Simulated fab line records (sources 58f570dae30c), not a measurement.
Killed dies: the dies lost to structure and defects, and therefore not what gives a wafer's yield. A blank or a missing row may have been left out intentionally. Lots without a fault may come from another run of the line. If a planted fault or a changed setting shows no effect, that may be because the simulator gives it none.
fab line records ; flow berkeley_cmos170
record lots=14; wafers=42; last_day=13
route steps=331 shown PLDD@148 PSD@185 NSD@207 M1@238
lots with no fault: from the same line, run without faults
start_h: hours from the record's opening day to when the first of the lot's shown wafers began ; wait_h: hours since the lot's step before ; " the same as in the row above ; L1.1+2: a single row standing in for several wafers ; - no value present, or no start provided ; * or withheld: withheld ; < > ~ a bound
route shown NAME@n: NAME is a module with steps in the file, n the number in the route of the first one ; usual: average and standard deviation across the fault-free wafers ; same: alike in all rows ; chamber/n: place in a boat ; sites: per-site readings ; _std_site: standard deviation across them ; _edge_site: outer sites' mean less inner sites' ; radius_mm: how far each site lies from the wafer's centre ; mask NAME#n: copy n ; behind: the most recent tool/chamber to have shaped the wafer ; hold: why the lot was held/for how many hours/how that ended ; device: transistor that didn't switch, given as n, p or np ; end of line: at the end of the route, the tests of the same wafers ; a step with no rows: only its recipe ; killed: count of dies lost to structure and defects at first sort (not the wafer's yield) ; map: a wafer's dies, marking killed ones x, the rest . and places with no die _
set.NAME: the setting as run; set.NAME@STEP: as run at that earlier step ; model.NAME: the simulator's own value behind a step, which no gauge read
the route's steps for a sample of lots (tables are steps, rows are wafers)
services: the hour from which a tool's chamber was out of use, counted from the record's first day as start_h (under 0 if before that day), plus the number of hours and why
## steps
# step UCB170_PLDD_EXPOSE_03
# recipe mask_id=PSELECT; na=0.5; sigma_outer=0.6; source_shape=conventional; target_cd_nm=1200; dose_mj=30
# usual exposure_dose_mJ_cm2=29.98/0.032; focus_offset_nm=0.0/0.58
lot.wafer;tool;chamber;start_h;wait_h;mask;exposure_dose_mJ_cm2;focus_offset_nm
L590.2;krf_scanner-02;0;158.76;0.2;PSELECT#0;29.99;0.6
L590.5;krf_scanner-02;0;158.76;0.2;PSELECT#0;30.01;0.4
L590.6;krf_scanner-02;0;158.76;0.2;PSELECT#0;30.01;0.4
L595.3;krf_scanner-02;0;177.64;0.1;PSELECT#0;30.01;-0.5
L595.5;krf_scanner-02;0;177.64;0.1;PSELECT#0;30.02;-0.4
L595.6;krf_scanner-02;0;177.64;0.1;PSELECT#0;29.98;-0.4
L594.3;krf_scanner-01;0;178.20;0.2;PSELECT#0;29.97;0.2
L594.4;krf_scanner-01;0;178.20;0.2;PSELECT#0;29.90;-0.6
L594.6;krf_scanner-01;0;178.20;0.2;PSELECT#0;29.95;-0.3
L593.1;krf_scanner-02;0;179.02;0.2;PSELECT#0;29.98;-0.6
L593.3;krf_scanner-02;0;179.02;0.2;PSELECT#0;29.96;0.1
L593.4;krf_scanner-02;0;179.02;0.2;PSELECT#0;29.90;0.4
L599.1;krf_scanner-01;0;201.50;0.2;PSELECT#0;29.99;1.1
L599.5;krf_scanner-01;0;201.50;0.2;PSELECT#0;30.03;1.4
L599.6;krf_scanner-01;0;201.50;0.2;PSELECT#0;30.01;-0.7
L598.2;krf_scanner-01;0;202.26;-;PSELECT#0;30.09;-0.6
L598.5;krf_scanner-01;0;202.26;-;PSELECT#0;30.04;0.7
L598.6;krf_scanner-01;0;202.26;-;PSELECT#0;30.01;0.2
L596.3;krf_scanner-02;0;203.27;0.1;PSELECT#0;30.04;-0.5
L596.4;krf_scanner-02;0;203.27;0.1;PSELECT#0;29.98;-0.6
L596.6;krf_scanner-02;0;203.27;0.1;PSELECT#0;29.96;-1.0
L602.2;krf_scanner-02;0;218.42;0.2;PSELECT#0;30.02;0.6
L602.3;krf_scanner-02;0;218.42;0.2;PSELECT#0;29.99;-0.1
L602.6;krf_scanner-02;0;218.42;0.2;PSELECT#0;29.98;0.4
L607.1;krf_scanner-02;0;230.47;0.2;PSELECT#0;30.05;0.8
L607.2;krf_scanner-02;0;230.47;0.2;PSELECT#0;29.95;0.4
L607.5;krf_scanner-02;0;230.47;0.2;PSELECT#0;29.96;-0.4
L609.3;krf_scanner-02;-;244.52;-;PSELECT#0;-;-
L609.4;krf_scanner-02;-;244.52;-;PSELECT#0;-;-
L609.6;krf_scanner-02;-;244.52;-;PSELECT#0;-;-
L610.1;krf_scanner-02;-;244.65;-;PSELECT#0;-;-
L610.4;krf_scanner-02;-;244.65;-;PSELECT#0;-;-
L610.6;krf_scanner-02;-;244.65;-;PSELECT#0;-;-
L608.2;krf_scanner-02;0;245.03;0.1;PSELECT#0;29.99;0.0
L608.3;krf_scanner-02;0;245.03;0.1;PSELECT#0;29.95;-0.2
L608.5;krf_scanner-02;0;245.03;0.1;PSELECT#0;29.98;-1.0
L612.3;krf_scanner-01;0;257.46;0.2;PSELECT#0;30.04;0.4
L612.4;krf_scanner-01;0;257.46;0.2;PSELECT#0;29.98;0.7
L612.5;krf_scanner-01;0;257.46;0.2;PSELECT#0;29.94;0.8
L613.2;krf_scanner-01;0;269.02;0.1;PSELECT#0;29.96;0.9
L613.3;krf_scanner-01;0;269.02;0.1;PSELECT#0;29.99;0.6
L613.4;krf_scanner-01;0;269.02;0.1;PSELECT#0;29.96;-0.1
# step UCB170_PSD_TW_MEAS_10
# usual PSD_TW=2341/11
lot.wafer;tool;chamber;start_h;wait_h;PSD_TW
L590.2;film_metro-02;-;174.00;0.1;2318
L590.5;film_metro-02;-;174.00;0.1;2335
L590.6;film_metro-02;-;174.00;0.1;2331
L595.3;film_metro-03;-;192.91;0.1;2327
L595.5;film_metro-03;-;192.91;0.1;2336
L595.6;film_metro-03;-;192.91;0.1;2326
L594.3;film_metro-01;-;193.03;0.1;2347
L594.4;film_metro-01;-;193.03;0.1;2355
L594.6;film_metro-01;-;193.03;0.1;2342
L593.1;film_metro-03;-;193.25;0.1;2342
L593.3;film_metro-03;-;193.25;0.1;2334
L593.4;film_metro-03;-;193.25;0.1;2341
L599.1;film_metro-03;-;212.82;0.1;2327
L599.5;film_metro-03;-;212.82;0.1;2342
L599.6;film_metro-03;-;212.82;0.1;2333
L598.2;film_metro-02;-;213.18;0.1;2319
L598.5;film_metro-02;-;213.18;0.1;2320
L598.6;film_metro-02;-;213.18;0.1;2334
L596.3;film_metro-01;-;213.41;0.1;2349
L596.4;film_metro-01;-;213.41;0.1;2348
L596.6;film_metro-01;-;213.41;0.1;2350
L602.2;film_metro-03;-;228.75;0.1;2361
L602.3;film_metro-03;-;228.75;0.1;2335
L602.6;film_metro-03;-;228.75;0.1;2336
L607.1;film_metro-02;-;243.89;0.1;2329
L607.2;film_metro-02;-;243.89;0.1;2328
L607.5;film_metro-02;-;243.89;0.1;2343
L608.2;film_metro-03;-;255.72;0.1;2351
L608.3;film_metro-03;-;255.72;0.1;2347
L608.5;film_metro-03;-;255.72;0.1;2345
L610.1;film_metro-01;-;255.83;0.1;2353
L610.4;film_metro-01;-;255.83;0.1;2354
L610.6;film_metro-01;-;255.83;0.1;2343
L609.3;film_metro-03;-;256.08;0.1;2333
L609.4;film_metro-03;-;256.08;0.1;2343
L609.6;film_metro-03;-;256.08;0.1;2334
L612.3;film_metro-03;-;269.24;0.1;2346
L612.4;film_metro-03;-;269.24;0.1;2335
L612.5;film_metro-03;-;269.24;0.1;2350
L613.2;film_metro-02;-;281.36;0.1;2338
L613.3;film_metro-02;-;281.36;0.1;2334
L613.4;film_metro-02;-;281.36;0.1;2349
# step UCB170_SDANNEAL_RS_MEAS_03
# recipe thk_meas_gauge=four-point-probe
# usual NSD_RS=37.28/0.089
lot.wafer;tool;chamber;start_h;wait_h;NSD_RS[ohm/sq]
L590.2;film_metro-01;-;181.40;0.1;37.21
L590.5;film_metro-01;-;181.40;0.1;37.17
L590.6;film_metro-01;-;181.40;0.1;37.19
L595.3;film_metro-02;-;195.85;0.1;37.28
L595.5;film_metro-02;-;195.85;0.1;37.17
L595.6;film_metro-02;-;195.85;0.1;37.24
L594.3;film_metro-03;-;196.36;0.1;37.32
L594.4;film_metro-03;-;196.36;0.1;37.48
L594.6;film_metro-03;-;196.36;0.1;37.25
L593.1;film_metro-02;-;196.50;0.1;37.24
L593.3;film_metro-02;-;196.50;0.1;37.29
L593.4;film_metro-02;-;196.50;0.1;37.21
L599.1;film_metro-01;-;217.59;0.1;37.34
L599.5;film_metro-01;-;217.59;0.1;37.27
L599.6;film_metro-01;-;217.59;0.1;37.22
L598.2;film_metro-03;-;217.80;0.1;37.20
L598.5;film_metro-03;-;217.80;0.1;37.34
L598.6;film_metro-03;-;217.80;0.1;37.21
L596.3;film_metro-03;-;218.41;0.1;37.36
L596.4;film_metro-03;-;218.41;0.1;37.31
L596.6;film_metro-03;-;218.41;0.1;37.30
L602.2;film_metro-03;-;234.57;0.1;37.24
L602.3;film_metro-03;-;234.57;0.1;37.45
L602.6;film_metro-03;-;234.57;0.1;37.22
L607.1;film_metro-02;-;248.42;0.1;37.18
L607.2;film_metro-02;-;248.42;0.1;37.30
L607.5;film_metro-02;-;248.42;0.1;37.30
L608.2;film_metro-03;-;259.14;0.1;37.35
L608.3;film_metro-03;-;259.14;0.1;37.44
L608.5;film_metro-03;-;259.14;0.1;37.44
L610.1;film_metro-01;-;259.29;0.1;37.32
L610.4;film_metro-01;-;259.29;0.1;37.34
L610.6;film_metro-01;-;259.29;0.1;37.37
L609.3;film_metro-02;-;259.55;0.1;37.18
L609.4;film_metro-02;-;259.55;0.1;37.19
L609.6;film_metro-02;-;259.55;0.1;37.22
L612.3;film_metro-02;-;274.08;0.1;37.23
L612.4;film_metro-02;-;274.08;0.1;37.21
L612.5;film_metro-02;-;274.08;0.1;37.26
L613.2;film_metro-02;-;285.27;0.1;37.22
L613.3;film_metro-02;-;285.27;0.1;37.17
L613.4;film_metro-02;-;285.27;0.1;37.31
# step UCB170_M1_SPUTTER_00
# recipe material=Al; target_thk_nm=600; time_s=80; power_w=6000; chamber_pressure_pa=0.5
# usual throttle_valve_pct=29.7/0.72
lot.wafer;tool;chamber;start_h;wait_h;throttle_valve_pct
L590.2;pvd_sputter-01;-;187.24;0.0;30.8
L590.5;pvd_sputter-01;-;187.24;0.0;30.2
L590.6;pvd_sputter-01;-;187.24;0.0;29.0
L595.3;pvd_sputter-04;-;203.15;0.0;30.4
L595.5;pvd_sputter-04;-;203.15;0.0;29.1
L595.6;pvd_sputter-04;-;203.15;0.0;30.7
L594.3;pvd_sputter-03;-;205.14;0.0;29.9
L594.4;pvd_sputter-03;-;205.14;0.0;29.2
L594.6;pvd_sputter-03;-;205.14;0.0;29.1
L593.1;pvd_sputter-04;-;205.49;0.0;28.8
L593.3;pvd_sputter-04;-;205.49;0.0;30.2
L593.4;pvd_sputter-04;-;205.49;0.0;30.7
L599.1;pvd_sputter-01;-;222.94;0.0;29.2
L599.5;pvd_sputter-01;-;222.94;0.0;30.8
L599.6;pvd_sputter-01;-;222.94;0.0;30.4
L598.2;pvd_sputter-03;-;223.62;0.0;29.0
L598.5;pvd_sputter-03;-;223.62;0.0;29.0
L598.6;pvd_sputter-03;-;223.62;0.0;29.8
L596.3;pvd_sputter-03;-;229.72;0.1;29.8
L596.4;pvd_sputter-03;-;229.72;0.1;29.1
L596.6;pvd_sputter-03;-;229.72;0.1;29.8
L602.2;pvd_sputter-03;-;241.77;0.0;29.7
L602.3;pvd_sputter-03;-;241.77;0.0;28.8
L602.6;pvd_sputter-03;-;241.77;0.0;29.3
L607.1;pvd_sputter-03;-;256.17;0.0;29.7
L607.2;pvd_sputter-03;-;256.17;0.0;28.8
L607.5;pvd_sputter-03;-;256.17;0.0;30.2
L608.2;pvd_sputter-03;-;264.24;0.0;29.1
L608.3;pvd_sputter-03;-;264.24;0.0;29.0
L608.5;pvd_sputter-03;-;264.24;0.0;29.0
L610.1;pvd_sputter-04;-;264.56;0.0;31.1
L610.4;pvd_sputter-04;-;264.56;0.0;30.0
L610.6;pvd_sputter-04;-;264.56;0.0;28.9
L609.3;pvd_sputter-03;-;268.27;0.0;28.9
L609.4;pvd_sputter-03;-;268.27;0.0;29.7
L609.6;pvd_sputter-03;-;268.27;0.0;29.8
L612.3;pvd_sputter-01;-;283.01;0.0;29.0
L612.4;pvd_sputter-01;-;283.01;0.0;31.0
L612.5;pvd_sputter-01;-;283.01;0.0;30.8
L613.2;pvd_sputter-03;-;290.42;0.0;29.8
L613.3;pvd_sputter-03;-;290.42;0.0;28.8
L613.4;pvd_sputter-03;-;290.42;0.0;29.7
## services
tool;chamber;start_h;hours;kind
krf_scanner-01;-;139.10;1.3;pm
krf_scanner-01;0;163.42;-;calibration
krf_scanner-01;-;167.14;4.0;pm
pvd_sputter-04;-;172.19;0.9;repair
pvd_sputter-01;-;203.14;2.6;repair
krf_scanner-01;-;205.17;0.8;pm
krf_scanner-02;0;208.88;-;calibration
pvd_sputter-04;-;219.57;1.3;repair
pvd_sputter-04;-;227.59;4.8;repair
krf_scanner-01;-;244.50;1.0;pm
krf_scanner-02;-;253.07;0.8;pm
pvd_sputter-04;-;265.02;2.4;repair
krf_scanner-02;-;270.13;1.2;repair
## key
first_sign step=UCB170_PLDD_EXPOSE_03; reading=tool_record; direction=missing
effect none on later readings
met_at UCB170_PLDD_EXPOSE_03
struck_lots L609,L610
sort_left_out L609.3,L609.4,L609.6,L610.1,L610.4,L610.6
tester_left_out L609,L610
not_acting_at UCB170_PSD_TW_MEAS_10,UCB170_SDANNEAL_RS_MEAS_03,UCB170_M1_SPUTTER_00
onset_between 230.47 244.52
fault kind=skipped_step_whole; tool=krf_scanner-02; chamber=-; onset_h=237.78; steps=UCB170_PLDD_EXPOSE_03; scope=struck_lots_only
# tester_left_out: of these lots the tester's yield and bins aren't shown, on N5 and GAA mostly nor the transistor test; their killed dies are dies lost to structure and defects alone, not to doping, threshold or leakage, so they don't give the yield
# sort_left_out: the simulated sort isn't trusted on such a fault, so these wafers' sort isn't shown, and their yield isn't known
